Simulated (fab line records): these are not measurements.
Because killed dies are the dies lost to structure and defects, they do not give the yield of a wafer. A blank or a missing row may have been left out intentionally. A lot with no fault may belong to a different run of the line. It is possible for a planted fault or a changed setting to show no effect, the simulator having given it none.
fab line records	flow rit_cmos
record: lots: 5	wafers: 23
route steps=202 shown PSD@149 SILICIDE@162 CONTACT@168 M1@184
start_h: the number of hours between the record's first day and the start of the first shown wafer of the lot	wait_h: time in hours since the lot's previous step	" as in the row above	L1.1+2: one row covering several wafers at once	- no value, or no start was given	* or withheld: withheld	< > ~ a bound
route shown NAME@n: names a module that has steps shown in the file, with the first one's number in the route	usual: average and standard deviation across the fault-free wafers	same: alike in all rows	chamber/n: place in a boat	sites: per-site readings	_std_site: the values' standard deviation	_edge_site: outer sites' mean less inner sites'	radius_mm: how far each site lies from the wafer's centre	mask NAME#n: copy n	behind: the most recent tool/chamber to have shaped the wafer	hold: what put the lot on hold/how long, in hours/how the hold closed	device: names the non-switching transistor (n, p or np)	end of line: tests of these same wafers at the route's end	for a step that has no rows: nothing shown but its recipe	killed: dies lost to structure and defects at the first sort, not the wafer's yield	map: per-die view of a wafer (x killed, . not killed, _ where there is no die)
set.NAME: the run value of the setting; set.NAME@STEP: its run value at that earlier step	model.NAME: the simulator's own value behind a step, which no gauge read
lots run with intentionally changed settings; tables by step, rows by wafer
== steps ==
step: RIT_PSD_HARDBAKE_07
recipe: resist: NOVOLAK	temp_c: 140	time_s: 60
lot.wafer	tool	chamber	start_h	wait_h	set.temp_c	model.NOVOLAK_of_PSD_COAT_01.thk_nm
L076.1	litho_track-01	0	63.34	0.0	140	884.4
L076.2	"	0	"	"	140	887.2
L076.6	"	0	"	"	140	887.5
L077.2	litho_track-04	0	68.40	0.0	140	887.4
L077.3	"	0	"	"	137.1	890.2
L077.4	"	0	"	"	140	887.2
L077.5	"	0	"	"	140	887.6
L077.6	"	0	"	"	137.1	888.7
L079.2	litho_track-04	0	76.92	0.0	140	882.2
L079.3	"	0	"	"	144.1	874.5
L079.4	"	0	"	"	140	880.9
L079.5	"	0	"	"	144.1	876.4
L079.6	"	0	"	"	140	880.5
L080.1	litho_track-04	0	85.77	0.0	140	882.4
L080.2	"	0	"	"	140	880.7
L080.4	"	0	"	"	140	881.3
L080.5	"	0	"	"	140	881.9
L080.6	"	0	"	"	140	882.6
L084.1	litho_track-02	0	109.93	0.1	140	882.2
L084.2	"	0	"	"	143.3	879.5
L084.3	"	0	"	"	143.3	879.3
L084.4	"	0	"	"	143.3	880.4
L084.5	"	0	"	"	140	885.1
step: RIT_SILICIDE_SPUTTER_01
recipe: material: Ti	target_thk_nm: 30	power_w: 350	chamber_pressure_pa: 0.667	gas: Ar	time_s: 240	substrate_temp_c: 25
lot.wafer	tool	chamber	start_h	wait_h	set.time_s	model.Ti_of_SILICIDE_SPUTTER_01.thk_nm
L076.1	pvd_sputter-04	-	64.79	0.0	240	30.1
L076.2	"	-	"	"	240	30.18
L076.6	"	-	"	"	240	29.98
L077.2	pvd_sputter-03	-	69.83	0.0	240	29.96
L077.3	"	-	"	"	228.6	28.65
L077.4	"	-	"	"	228.6	28.79
L077.5	"	-	"	"	228.6	28.36
L077.6	"	-	"	"	240	30.13
L079.2	pvd_sputter-03	-	78.38	0.0	240	30.35
L079.3	"	-	"	"	269.7	33.85
L079.4	"	-	"	"	269.7	33.94
L079.5	"	-	"	"	240	30.34
L079.6	"	-	"	"	240	30.37
L080.1	pvd_sputter-04	-	87.39	0.0	240	29.58
L080.2+5	"	-	"	"	240	29.87
L080.4	"	-	"	"	240	29.93
L080.6	"	-	"	"	240	29.81
L084.1	pvd_sputter-04	-	111.42	0.0	211.8	26.49
L084.2	"	-	"	"	240	29.8
L084.3	"	-	"	"	211.8	26.77
L084.4	"	-	"	"	240	30.1
L084.5	"	-	"	"	211.8	26.32
step: RIT_SILICIDE_RS_MEAS_02
recipe: thk_meas_gauge: four-point-probe	reads: Ti_of_SILICIDE_SPUTTER_01
usual: SILICIDE_TI_RS: 47.7/0.49
lot.wafer	tool	chamber	start_h	wait_h	set.time_s@SILICIDE_SPUTTER_01	SILICIDE_TI_RS[ohm/sq]
L076.1	film_metro-04	-	64.94	0.1	240	47.7
L076.2	"	-	"	"	240	47.5
L076.6	"	-	"	"	240	47.9
L077.2	film_metro-02	-	70.00	0.1	240	47.9
L077.3	"	-	"	"	228.6	50.9
L077.4	"	-	"	"	228.6	50.5
L077.5	"	-	"	"	228.6	51.5
L077.6	"	-	"	"	240	47.6
L079.2	film_metro-02	-	78.55	0.1	240	47.2
L079.3	"	-	"	"	269.7	41.1
L079.4	"	-	"	"	269.7	41.1
L079.5	"	-	"	"	240	47.2
L079.6	"	-	"	"	240	47.1
L080.1	film_metro-01	-	87.54	0.1	240	48.7
L080.2	"	-	"	"	240	48.1
L080.4	"	-	"	"	240	48.0
L080.5	"	-	"	"	240	48.1
L080.6	"	-	"	"	240	48.2
L084.1	film_metro-01	-	111.57	0.1	211.8	55.9
L084.2	"	-	"	"	240	48.3
L084.3	"	-	"	"	211.8	55.2
L084.4	"	-	"	"	240	47.8
L084.5	"	-	"	"	211.8	56.6
step: RIT_SILICIDE_THK_MEAS_03
recipe: thk_meas_gauge: xrf	reads: Ti_of_SILICIDE_SPUTTER_01
usual: SILICIDE_TI_THK: 30.06/0.26
lot.wafer	tool	chamber	start_h	wait_h	set.time_s@SILICIDE_SPUTTER_01	SILICIDE_TI_THK[nm]
L076.1	film_metro-04	-	65.06	0.1	240	30.01
L076.2	"	-	"	"	240	29.95
L076.6	"	-	"	"	240	29.69
L077.2	film_metro-02	-	70.11	0.1	240	29.92
L077.3	"	-	"	"	228.6	28.68
L077.4	"	-	"	"	228.6	28.85
L077.5	"	-	"	"	228.6	28.43
L077.6	"	-	"	"	240	30.40
L079.2	film_metro-02	-	78.66	0.1	240	30.30
L079.3	"	-	"	"	269.7	33.98
L079.4	"	-	"	"	269.7	33.95
L079.5	"	-	"	"	240	30.27
L079.6	"	-	"	"	240	30.59
L080.1	film_metro-01	-	87.66	0.1	240	29.50
L080.2	"	-	"	"	240	29.84
L080.4	"	-	"	"	240	29.90
L080.5	"	-	"	"	240	29.98
L080.6	"	-	"	"	240	29.95
L084.1	film_metro-01	-	111.69	0.1	211.8	26.47
L084.2	"	-	"	"	240	29.68
L084.3	"	-	"	"	211.8	26.63
L084.4	"	-	"	"	240	30.04
L084.5	"	-	"	"	211.8	26.29
step: RIT_CONTACT_CVD_00
recipe: material: SiO2	target_thk_nm: 400	precursor: TEOS	temp_c: 390	time_s: 61	rf_w: 400
lot.wafer	tool	chamber	start_h	wait_h	set.time_s	model.SiO2_of_CONTACT_CVD_00.thk_nm
L076.1	pecvd-02	1	65.30	0.1	61	398.6
L076.2	"	0	"	"	61	398.4
L076.6	"	0	"	"	61	396.4
L077.2+5	pecvd-04	1,0	70.33	0.0	68.67	-
L077.3	"	2	"	"	68.67	446.3
L077.4	"	2	"	"	61	399.4
L077.6	"	1	"	"	61	-
L079.2	pecvd-02	0	78.89	0.0	61	391.7
L079.3	"	0	"	"	67.59	443.1
L079.4	"	2	"	"	67.59	436.9
L079.5	"	2	"	"	67.59	443.9
L079.6	"	0	"	"	61	393.6
L080.1	pecvd-04	2	87.90	0.1	61	400.1
L080.2	"	1	"	"	57.01	375.7
L080.4	"	2	"	"	57.01	377.1
L080.5	"	0	"	"	61	407.4
L080.6	"	1	"	"	57.01	379.1
L084.1	pecvd-03	1	111.93	0.1	61	395.1
L084.2	"	2	"	"	57.01	371
L084.3	"	0	"	"	57.01	359.8
L084.4	"	0	"	"	61	400.8
L084.5	"	1	"	"	57.01	380
step: RIT_CONTACT_THK_MEAS_01
recipe: reads: SiO2_of_CONTACT_CVD_00
usual: CONTACT_TEOS_THK: 399/5.7
lot.wafer	tool	chamber	start_h	wait_h	set.time_s@CONTACT_CVD_00	CONTACT_TEOS_THK[nm]
L076.1	film_metro-03	-	65.35	0.0	61	399
L076.2	"	-	"	"	61	398
L076.6	"	-	"	"	61	396
L077.2	film_metro-03	-	70.39	0.0	68.67	451
L077.3	"	-	"	"	68.67	446
L077.4	"	-	"	"	61	400
L077.5	"	-	"	"	68.67	458
L077.6	"	-	"	"	61	405
L079.2	film_metro-03	-	78.98	0.1	61	392
L079.3	"	-	"	"	67.59	443
L079.4	"	-	"	"	67.59	437
L079.5	"	-	"	"	67.59	444
L079.6	"	-	"	"	61	394
L080.1	film_metro-03	-	87.95	0.0	61	400
L080.2	"	-	"	"	57.01	376
L080.4	"	-	"	"	57.01	377
L080.5	"	-	"	"	61	407
L080.6	"	-	"	"	57.01	379
L084.1	film_metro-01	-	111.98	0.0	61	395
L084.2	"	-	"	"	57.01	371
L084.3	"	-	"	"	57.01	360
L084.4	"	-	"	"	61	401
L084.5	"	-	"	"	57.01	380
step: RIT_CONTACT_DEVELOP_07
recipe: resist: NOVOLAK	develop_time_s: 120	dev_temp_c: 23
lot.wafer	tool	chamber	start_h	wait_h	set.develop_time_s
L076.1+2+6	litho_track-01	0	-	-	120
L077.2+3+4+5+6	litho_track-01	0	-	-	120
L079.2+3+6	litho_track-03	0	-	-	120
L079.4+5	"	0	"	"	135
L080.1+2+4+5+6	litho_track-04	0	-	-	120
L084.1+2+3+4+5	litho_track-03	0	-	-	120
step: RIT_CONTACT_HARDBAKE_10
recipe: resist: NOVOLAK	temp_c: 140	time_s: 60
step: RIT_CONTACT_ETCH_11
recipe: target_depth_a: 4800	over_etch_frac: 0.2	stop_on: TiSi2	chemistry: CHF3/CF4/Ar	target: SiO2	CHF3_flow_sccm: 50	cf4_flow_sccm: 10	Ar_flow_sccm: 100	O2_flow_sccm: 5	pressure_mtorr: 100	rf_w: 200	time_s: 320
lot.wafer	tool	chamber	start_h	wait_h	set.time_s@CONTACT_CVD_00	model.CONTACT.feature_depth_nm	model.etch.depth_nm
L076.1	rie_diel-03	2	66.81	0.1	61	398.6	398.6
L076.2	"	3	"	"	61	398.4	398.4
L076.6	"	0	"	"	61	396.4	396.4
L077.2	rie_diel-02	3	71.72	0.1	68.67	451.1	-
L077.3	"	1	"	"	68.67	446.3	446.3
L077.4	"	2	"	"	61	399.4	399.4
L077.5	"	0	"	"	68.67	457.6	-
L077.6	"	1	"	"	61	405.2	-
L079.2	rie_diel-01	2	80.42	0.1	61	391.7	391.7
L079.3	"	1	"	"	67.59	443.1	443.1
L079.4	"	0	"	"	67.59	436.9	436.9
L079.5	"	1	"	"	67.59	443.9	443.9
L079.6	"	2	"	"	61	393.6	393.6
L080.1	rie_diel-01	2	89.41	0.1	61	400.1	400.1
L080.2	"	3	"	"	57.01	375.7	375.7
L080.4	"	1	"	"	57.01	377.1	377.1
L080.5	"	1	"	"	61	407.4	407.4
L080.6	"	2	"	"	57.01	379.1	379.1
L084.1	rie_diel-02	1	113.31	0.1	61	395.1	395.1
L084.2	"	0	"	"	57.01	371	371
L084.3	"	3	"	"	57.01	359.8	359.8
L084.4	"	2	"	"	61	400.8	400.8
L084.5	"	2	"	"	57.01	380	380
step: RIT_M1_SPUTTER_00
recipe: material: Al	target_thk_nm: 400	power_w: 2000	chamber_pressure_pa: 0.4	gas: Ar	time_s: 500	substrate_temp_c: 25
lot.wafer	tool	chamber	start_h	wait_h	set.power_w	model.Al_of_M1_SPUTTER_00.thk_nm
L076.1	pvd_sputter-01	-	67.65	0.0	2000	389.9
L076.2	"	-	"	"	2000	396.9
L076.6	"	-	"	"	2000	392.4
L077.2+6	pvd_sputter-02	-	72.56	0.0	1802	362.5
L077.3	"	-	"	"	2000	403.1
L077.4	"	-	"	"	2000	403.6
L077.5	"	-	"	"	1802	365.8
L079.2	pvd_sputter-02	-	81.44	0.0	2000	399
L079.3	"	-	"	"	2000	403.3
L079.4	"	-	"	"	2000	400
L079.5	"	-	"	"	2000	401
L079.6	"	-	"	"	2000	396.1
L080.1	pvd_sputter-01	-	90.25	0.0	2073	409.3
L080.2	"	-	"	"	2000	396.4
L080.4	"	-	"	"	2073	418.2
L080.5	"	-	"	"	2000	396.2
L080.6	"	-	"	"	2000	399.5
L084.1	pvd_sputter-01	-	114.20	0.0	2000	395.7
L084.2	"	-	"	"	2000	390.1
L084.3	"	-	"	"	2089	410.6
L084.4	"	-	"	"	2089	405.7
L084.5	"	-	"	"	2000	390.3
step: RIT_M1_RS_MEAS_01
recipe: thk_meas_gauge: four-point-probe	reads: Al_of_M1_SPUTTER_00
usual: M1_AL_RS: 0.0737/0.00076
lot.wafer	tool	chamber	start_h	wait_h	set.power_w@M1_SPUTTER_00	M1_AL_RS[ohm/sq]
L076.1	film_metro-01	-	67.94	0.1	2000	0.0754
L076.2	"	-	"	"	2000	0.0741
L076.6	"	-	"	"	2000	0.0748
L077.2	film_metro-01	-	72.87	0.2	1802	0.0814
L077.3	"	-	"	"	2000	0.0728
L077.4	"	-	"	"	2000	0.0728
L077.5	"	-	"	"	1802	0.0806
L077.6	"	-	"	"	1802	0.0813
L079.2	film_metro-04	-	81.75	0.2	2000	0.0735
L079.3	"	-	"	"	2000	0.0727
L079.4	"	-	"	"	2000	0.0735
L079.5	"	-	"	"	2000	0.0734
L079.6	"	-	"	"	2000	0.0741
L080.1	film_metro-04	-	90.54	0.1	2073	0.0716
L080.2	"	-	"	"	2000	0.0741
L080.4	"	-	"	"	2073	0.0701
L080.5	"	-	"	"	2000	0.0742
L080.6	"	-	"	"	2000	0.0734
L084.1	film_metro-01	-	114.49	0.1	2000	0.0744
L084.2	"	-	"	"	2000	0.0753
L084.3	"	-	"	"	2089	0.0717
L084.4	"	-	"	"	2089	0.0725
L084.5	"	-	"	"	2000	0.0752
step: RIT_M1_THK_MEAS_02
recipe: thk_meas_gauge: xrf	reads: Al_of_M1_SPUTTER_00
usual: M1_AL_THK: 398/4.4
lot.wafer	tool	chamber	start_h	wait_h	set.power_w@M1_SPUTTER_00	M1_AL_THK[nm]
L076.1	film_metro-01	-	68.06	0.1	2000	391
L076.2	"	-	"	"	2000	394
L076.6	"	-	"	"	2000	393
L077.2	film_metro-01	-	72.98	0.1	1802	361
L077.3	"	-	"	"	2000	404
L077.4	"	-	"	"	2000	405
L077.5	"	-	"	"	1802	366
L077.6	"	-	"	"	1802	363
L079.2	film_metro-04	-	81.86	0.1	2000	394
L079.3	"	-	"	"	2000	401
L079.4	"	-	"	"	2000	397
L079.5	"	-	"	"	2000	398
L079.6	"	-	"	"	2000	393
L080.1	film_metro-04	-	90.66	0.1	2073	405
L080.2	"	-	"	"	2000	395
L080.4	"	-	"	"	2073	414
L080.5	"	-	"	"	2000	394
L080.6	"	-	"	"	2000	396
L084.1	film_metro-01	-	114.61	0.1	2000	392
L084.2	"	-	"	"	2000	389
L084.3	"	-	"	"	2089	410
L084.4	"	-	"	"	2089	404
L084.5	"	-	"	"	2000	389
step: RIT_M1_COAT_04
recipe: resist: NOVOLAK	spin_rpm: 2000	resist_thk_nm: 1300
lot.wafer	tool	chamber	start_h	wait_h	set.resist_thk_nm	model.NOVOLAK_of_M1_COAT_04.thk_nm
L076.1	litho_track-03	0	68.27	0.1	1300	1301
L076.2	"	0	"	"	1300	1296
L076.6	"	0	"	"	1300	1300
L077.2+5+6	litho_track-03	0	73.20	0.1	1300	-
L077.3	"	0	"	"	1300	1303
L077.4	"	0	"	"	1300	1297
L079.2	litho_track-04	0	82.09	0.1	1300	1302
L079.3	"	0	"	"	1300	1305
L079.4	"	0	"	"	1300	1303
L079.5	"	0	"	"	1336	1342
L079.6	"	0	"	"	1336	1338
L080.1	litho_track-02	0	90.87	0.1	1350	1353
L080.2+5	"	0	"	"	1300	1300
L080.4	"	0	"	"	1300	1302
L080.6	"	0	"	"	1350	1357
L084.1	litho_track-02	0	114.82	0.1	1237	1236
L084.2	"	0	"	"	1300	1297
L084.3	"	0	"	"	1237	1233
L084.4	"	0	"	"	1300	1298
L084.5	"	0	"	"	1300	1301
step: RIT_M1_SOFTBAKE_05
recipe: resist: NOVOLAK	temp_c: 90	time_s: 60
step: RIT_M1_EXPOSE_06
recipe: mask_id: M12	na: 0.6	source_shape: conventional	sigma_outer: 0.5	target_cd_nm: 2600	dose_mj: 250
step: RIT_M1_PEB_07
recipe: resist: NOVOLAK	temp_c: withheld	time_s: withheld
step: RIT_M1_DEVELOP_08
recipe: resist: NOVOLAK	develop_time_s: 68	dev_temp_c: 23
step: RIT_M1_CD_MEAS_09
recipe: target_cd_nm: 2600
usual: cd_nm: 2600.3/2.6
lot.wafer	tool	chamber	start_h	wait_h	set.resist_thk_nm@M1_COAT_04	cd_nm
L076.1	cd_sem-02	-	69.13	-	1300	2598.6
L076.2	"	-	"	"	1300	2598.8
L076.6	"	-	"	"	1300	2597.5
L077.2	cd_sem-01	-	74.27	-	1300	2600.5
L077.3	"	-	"	"	1300	2604.3
L077.4	"	-	"	"	1300	2601.5
L077.5	"	-	"	"	1300	2603.0
L077.6	"	-	"	"	1300	2603.0
L079.2	cd_sem-02	-	82.81	-	1300	2600.4
L079.3	"	-	"	"	1300	2600.9
L079.4	"	-	"	"	1300	2599.5
L079.5	"	-	"	"	1336	2603.1
L079.6	"	-	"	"	1336	2601.9
L080.1	cd_sem-02	-	91.80	-	1350	2603.9
L080.2	"	-	"	"	1300	2600.6
L080.4	"	-	"	"	1300	2597.4
L080.5	"	-	"	"	1300	2596.6
L080.6	"	-	"	"	1350	2604.5
L084.1	cd_sem-01	-	115.55	-	1237	2594.2
L084.2	"	-	"	"	1300	2598.6
L084.3	"	-	"	"	1237	2592.1
L084.4	"	-	"	"	1300	2598.4
L084.5	"	-	"	"	1300	2597.9
step: RIT_M1_HARDBAKE_11
recipe: resist: NOVOLAK	temp_c: 140	time_s: 120
lot.wafer	tool	chamber	start_h	wait_h	set.resist_thk_nm@M1_COAT_04	model.NOVOLAK_of_M1_COAT_04.thk_nm
L076.1	litho_track-04	0	69.28	0.0	1300	1138
L076.2	"	0	"	"	1300	1134
L076.6	"	0	"	"	1300	1137
L077.2+5+6	litho_track-03	0	74.62	0.2	1300	-
L077.3	"	0	"	"	1300	1140
L077.4	"	0	"	"	1300	1135
L079.2	litho_track-04	0	82.99	0.1	1300	1139
L079.3	"	0	"	"	1300	1142
L079.4	"	0	"	"	1300	1140
L079.5	"	0	"	"	1336	1173
L079.6	"	0	"	"	1336	1170
L080.1	litho_track-03	0	92.08	0.2	1350	1183
L080.2+5	"	0	"	"	1300	1137
L080.4	"	0	"	"	1300	1139
L080.6	"	0	"	"	1350	1186
L084.1	litho_track-04	0	115.71	0.0	1237	1081
L084.2	"	0	"	"	1300	1134
L084.3	"	0	"	"	1237	1079
L084.4	"	0	"	"	1300	1135
L084.5	"	0	"	"	1300	1138
step: RIT_M1_METAL_ETCH_12
recipe: stop_on: SiO2	chemistry: Cl2/BCl3	target: Al	time_s: 165	over_etch_frac: 0.5	pressure_mtorr: 100	target_depth_a: 6000	rf_w: 250	Cl2_flow_sccm: 60	bcl3_flow_sccm: 50
lot.wafer	tool	chamber	start_h	wait_h	set.power_w@M1_SPUTTER_00	model.etch.depth_nm	model.M1.feature_depth_nm
L076.1	rie_metal-01	1	69.53	0.2	2000	389.9	422
L076.2	"	0	"	"	2000	396.9	429.5
L076.6	"	0	"	"	2000	392.4	425.2
L077.2+5+6	rie_metal-02	0,0,1	74.83	0.2	1802	-	-
L077.3	"	1	"	"	2000	403.1	435.9
L077.4	"	0	"	"	2000	403.6	437.4
L079.2	rie_metal-01	0	83.20	0.2	2000	399	432.1
L079.3	"	1	"	"	2000	403.3	435.9
L079.4	"	0	"	"	2000	400	433.2
L079.5	"	1	"	"	2000	401	433.6
L079.6	"	0	"	"	2000	396.1	429.4
L080.1	rie_metal-02	0	92.33	0.2	2073	409.3	443
L080.2	"	1	"	"	2000	396.4	429.1
L080.4	"	0	"	"	2073	418.2	451.9
L080.5	"	0	"	"	2000	396.2	429.9
L080.6	"	1	"	"	2000	399.5	432.2
L084.1	rie_metal-03	0	115.96	0.2	2000	395.7	427.2
L084.2	"	1	"	"	2000	390.1	423
L084.3	"	1	"	"	2089	410.6	443.3
L084.4	"	0	"	"	2089	405.7	437.2
L084.5	"	0	"	"	2000	390.3	421.9
step: RIT_M1_PROBE_99
usual: killed_at_contacts: 0.1/0.38	killed_at_front_end: 6.1/2.8	killed_dies: 6.3/2.8	killed_open: 3.2/2	killed_short: 3.1/1.7
same: gross_dies: 264	killed_at_M0_to_M3: 0	killed_at_M4_up: 0	killed_at_back_side: 0	killed_at_other: 0
lot.wafer	tool	chamber	start_h	wait_h	set.time_s@SILICIDE_SPUTTER_01	killed_at_contacts	killed_at_front_end	killed_dies	killed_open	killed_short
L076.1	prober-01	-	71.78	0.1	240	0	1	1	0	1
L076.2	prober-01	-	71.83	0.1	240	1	7	8	1	7
L076.6	prober-01	-	72.03	0.2	240	0	7	7	3	4
L077.2	prober-02	-	77.15	0.1	240	0	8	8	2	6
L077.3	prober-02	-	77.20	0.2	228.6	0	8	8	5	3
L077.4	prober-02	-	77.25	0.2	228.6	0	6	6	2	4
L077.5	prober-02	-	77.30	0.2	228.6	28	2	30	1	1
L077.6	prober-02	-	77.35	0.2	240	0	8	8	5	3
L079.2	prober-02	-	85.50	0.1	240	2	3	5	4	1
L079.3	prober-02	-	85.55	0.2	269.7	0	0	0	0	0
L079.4	prober-02	-	85.60	0.2	269.7	0	5	5	0	2
L079.5	prober-02	-	85.65	0.2	240	1	5	6	4	2
L079.6	prober-02	-	85.70	0.2	240	0	9	9	0	3
L080.1	prober-01	-	94.58	0.1	240	0	7	7	4	2
L080.2	prober-01	-	94.63	0.1	240	0	4	4	2	2
L080.4	prober-01	-	94.73	0.2	240	0	5	5	2	3
L080.5	prober-01	-	94.78	0.2	240	0	7	7	6	1
L080.6	prober-01	-	94.83	0.2	240	0	5	5	3	2
L084.1	prober-01	-	118.21	0.1	211.8	0	6	6	3	3
L084.2	prober-01	-	118.26	0.1	240	0	61	61	1	3
L084.3	prober-01	-	118.31	0.2	211.8	0	7	7	2	5
L084.4	prober-01	-	118.36	0.2	240	0	67	67	1	6
L084.5	prober-01	-	118.41	0.2	211.8	0	3	3	1	2
killed by level:class
L076.1 SPACER:geometric_particle:short=1
L076.2 GATE:geometric_particle:short=4 FOX2:geometric_particle:short=1 GATE:geometric_particle:open=1 SPACER:geometric_particle:short=1 CONTACT:geometric_particle:short=1
L076.6 REOX:geometric_particle:short=2 FOX1:geometric_particle:open=1 FOX2:geometric_particle:open=1 GATE:geometric_particle:open=1 GATE:geometric_particle:short=1 SPACER:geometric_particle:short=1
L077.2 FOX1:geometric_particle:short=2 FOX1:geometric_particle:open=1 FOX2:geometric_particle:short=1 REOX:geometric_particle:open=1 REOX:geometric_particle:short=1 SPACER:geometric_particle:short=1 SILICIDE:geometric_particle:short=1
L077.3 GATE:geometric_particle:open=2 GATE:geometric_particle:short=1 REOX:geometric_particle:open=1 REOX:geometric_particle:short=1 SPACER:geometric_particle:short=1 SPACER:geometric_particle:open=1 SILICIDE:geometric_particle:open=1
L077.4 SPACER:geometric_particle:short=3 GATE:geometric_particle:short=1 GATE:geometric_particle:open=1 SILICIDE:geometric_particle:open=1
L077.5 CONTACT:area_etch=28 FOX2:geometric_particle:short=1 GATE:geometric_particle:open=1
L077.6 FOX1:geometric_particle:short=2 GATE:geometric_particle:open=2 SPACER:geometric_particle:open=2 FOX2:geometric_particle:open=1 FOX2:geometric_particle:short=1
L079.2 CONTACT:geometric_particle:open=2 FOX2:geometric_particle:short=1 FOX2:geometric_particle:open=1 SPACER:geometric_particle:open=1
L079.3
L079.4 GATE:area_develop=3 GATE:geometric_particle:short=1 REOX:geometric_particle:short=1
L079.5 FOX1:geometric_particle:open=1 GATE:geometric_particle:open=1 REOX:geometric_particle:open=1 REOX:geometric_particle:short=1 SPACER:geometric_particle:open=1 CONTACT:geometric_particle:short=1
L079.6 GATE:area_develop=6 GATE:geometric_particle:short=1 REOX:geometric_particle:short=1 SPACER:geometric_particle:short=1
L080.1 GATE:geometric_particle:open=4 GATE:geometric_particle:short=1 REOX:geometric_particle:short=1 ACTIVE:coat_microbubble_printed=1
L080.2 FOX1:geometric_particle:short=1 GATE:geometric_particle:open=1 REOX:geometric_particle:open=1 SILICIDE:geometric_particle:short=1
L080.4 GATE:geometric_particle:short=2 SILICIDE:geometric_particle:open=2 SILICIDE:geometric_particle:short=1
L080.5 GATE:geometric_particle:open=2 SILICIDE:geometric_particle:open=2 REOX:geometric_particle:open=1 SPACER:geometric_particle:open=1 SPACER:geometric_particle:short=1
L080.6 REOX:geometric_particle:open=2 REOX:geometric_particle:short=1 SPACER:geometric_particle:open=1 SILICIDE:geometric_particle:short=1
L084.1 GATE:geometric_particle:open=2 FOX1:geometric_particle:short=1 FOX1:geometric_particle:open=1 SPACER:geometric_particle:short=1 SILICIDE:geometric_particle:short=1
L084.2 GATE:area_develop=57 FOX1:geometric_particle:short=1 GATE:geometric_particle:short=1 GATE:geometric_particle:open=1 SILICIDE:geometric_particle:short=1
L084.3 GATE:geometric_particle:short=2 FOX2:geometric_particle:open=1 FOX2:geometric_particle:short=1 GATE:geometric_particle:open=1 REOX:geometric_particle:short=1 SILICIDE:geometric_particle:short=1
L084.4 GATE:area_develop=60 SPACER:geometric_particle:short=2 FOX2:geometric_particle:short=1 GATE:geometric_particle:open=1 GATE:geometric_particle:short=1 REOX:geometric_particle:short=1 SILICIDE:geometric_particle:short=1
L084.5 FOX1:geometric_particle:short=2 REOX:geometric_particle:open=1
== key ==
split: step: RIT_PSD_HARDBAKE_07	setting: temp_c	stated: 140	by: wafer
response: step: RIT_PSD_HARDBAKE_07	reading: model.NOVOLAK_of_PSD_COAT_01.thk_nm	change: -1.63	per: 1%	r: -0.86
split: step: RIT_SILICIDE_SPUTTER_01	setting: time_s	stated: 240	by: wafer
response: step: RIT_SILICIDE_SPUTTER_01	reading: model.Ti_of_SILICIDE_SPUTTER_01.thk_nm	change: +0.289	per: 1%	r: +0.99
response: step: RIT_SILICIDE_RS_MEAS_02	reading: SILICIDE_TI_RS	change: -0.583	per: 1%	r: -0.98
response: step: RIT_SILICIDE_THK_MEAS_03	reading: SILICIDE_TI_THK	change: +0.291	per: 1%	r: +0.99
response: step: RIT_M1_PROBE_99	reading: killed_at_front_end	shape: bent	at_lowest: 5.3	at_stated: 13.6	at_highest: 2.5
split: step: RIT_CONTACT_CVD_00	setting: time_s	stated: 61	by: wafer
response: step: RIT_CONTACT_CVD_00	reading: model.SiO2_of_CONTACT_CVD_00.thk_nm	change: +4.2	per: 1%	r: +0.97
response: step: RIT_CONTACT_THK_MEAS_01	reading: CONTACT_TEOS_THK	change: +4.16	per: 1%	r: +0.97
response: step: RIT_CONTACT_ETCH_11	reading: model.CONTACT.feature_depth_nm	change: +4.16	per: 1%	r: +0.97
response: step: RIT_CONTACT_ETCH_11	reading: model.etch.depth_nm	change: +4.2	per: 1%	r: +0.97
split: step: RIT_CONTACT_DEVELOP_07	setting: develop_time_s	stated: 120	by: wafer
response none clear
split: step: RIT_M1_SPUTTER_00	setting: power_w	stated: 2000	by: wafer
response: step: RIT_M1_SPUTTER_00	reading: model.Al_of_M1_SPUTTER_00.thk_nm	change: +4.01	per: 1%	r: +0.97
response: step: RIT_M1_RS_MEAS_01	reading: M1_AL_RS	change: -0.000805	per: 1%	r: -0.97
response: step: RIT_M1_THK_MEAS_02	reading: M1_AL_THK	change: +4.08	per: 1%	r: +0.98
response: step: RIT_M1_METAL_ETCH_12	reading: model.etch.depth_nm	change: +3.97	per: 1%	r: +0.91
response: step: RIT_M1_METAL_ETCH_12	reading: model.M1.feature_depth_nm	change: +4.06	per: 1%	r: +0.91
split: step: RIT_M1_COAT_04	setting: resist_thk_nm	stated: 1300	by: wafer
response: step: RIT_M1_COAT_04	reading: model.NOVOLAK_of_M1_COAT_04.thk_nm	change: +13.6	per: 1%	r: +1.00
response: step: RIT_M1_CD_MEAS_09	reading: cd_nm	change: +1.18	per: 1%	r: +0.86
response: step: RIT_M1_HARDBAKE_11	reading: model.NOVOLAK_of_M1_COAT_04.thk_nm	change: +11.7	per: 1%	r: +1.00
